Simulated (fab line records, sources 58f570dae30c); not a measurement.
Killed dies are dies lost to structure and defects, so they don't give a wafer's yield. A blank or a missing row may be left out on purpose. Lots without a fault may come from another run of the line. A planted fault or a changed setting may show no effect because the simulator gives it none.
Chamber matching | flow berkeley_cmos170 | UCB170_CONTACT_CLEAN_07 on wet_bench-02: 4 sister chambers
The step cleans in SPM, time 600 s. 16 wafers are shown with their chamber, then 8 later ones without.

WAFERS WITH THEIR CHAMBER
wafer  | chamber | bath_heat_duty_pct (%)
L218.2 | 3       | 15.9
L218.3 | 3       | 14.3
L218.6 | 3       | 15.3
L219.3 | 0       | 12.8
L219.5 | 0       | 13.0
L219.6 | 0       | 13.8
L216.3 | 3       | 14.2
L216.4 | 3       | 14.7
L216.6 | 3       | 14.4
L228.1 | 1       | 16.1
L228.2 | 1       | 14.0
L228.6 | 1       | 15.4
L229.3 | 2       | 12.7
L229.4 | 2       | 12.5
L229.5 | 2       | 11.8
L230.1 | 0       | 15.2

SIGNATURES (means of the wafers above)
reading            | chamber 0 | chamber 1 | chamber 2 | chamber 3 | scatter within a chamber
bath_heat_duty_pct | 13.700    | 15.167    | 12.333    | 14.800    | 0.843
Rule: a wafer's distance from a chamber is the root of the sum, over the readings, of the square of ((its reading less the chamber's mean) divided by the reading's scatter). The wafer belongs to the nearest chamber; if the next one is less than 2 further off, it can't be placed. The scatter: the root of (the sum of the squares of (reading less its chamber's mean) over the shown wafers, divided by (wafers less chambers)).

WAFERS WITHOUT THEIR CHAMBER
wafer  | bath_heat_duty_pct (%)
L230.3 | 12.8
L230.5 | 12.5
L233.2 | 15.0
L233.3 | 12.4
L233.5 | 13.2
L231.3 | 14.2
L231.4 | 14.9
L231.5 | 16.0

WHICH CHAMBER EACH WENT THROUGH
wafer  | from the rows above               | in truth
L230.3 | can't be placed: 2 or 0 or 3      | 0
L230.5 | can't be placed: 2 or 0           | 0
L233.2 | can't be placed: 1 or 3 or 0      | 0
L233.3 | can't be placed: 2 or 0           | 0
L233.5 | can't be placed: 0 or 2 or 3 or 1 | 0
L231.3 | can't be placed: 0 or 3 or 1 or 2 | 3
L231.4 | can't be placed: 3 or 1 or 0      | 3
L231.5 | can't be placed: 1 or 3 or 0      | 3
Placed correctly: 0 of 8. Can't be placed from these rows: 8 (the true chamber is among the candidates in 8). Placed wrongly: 0.
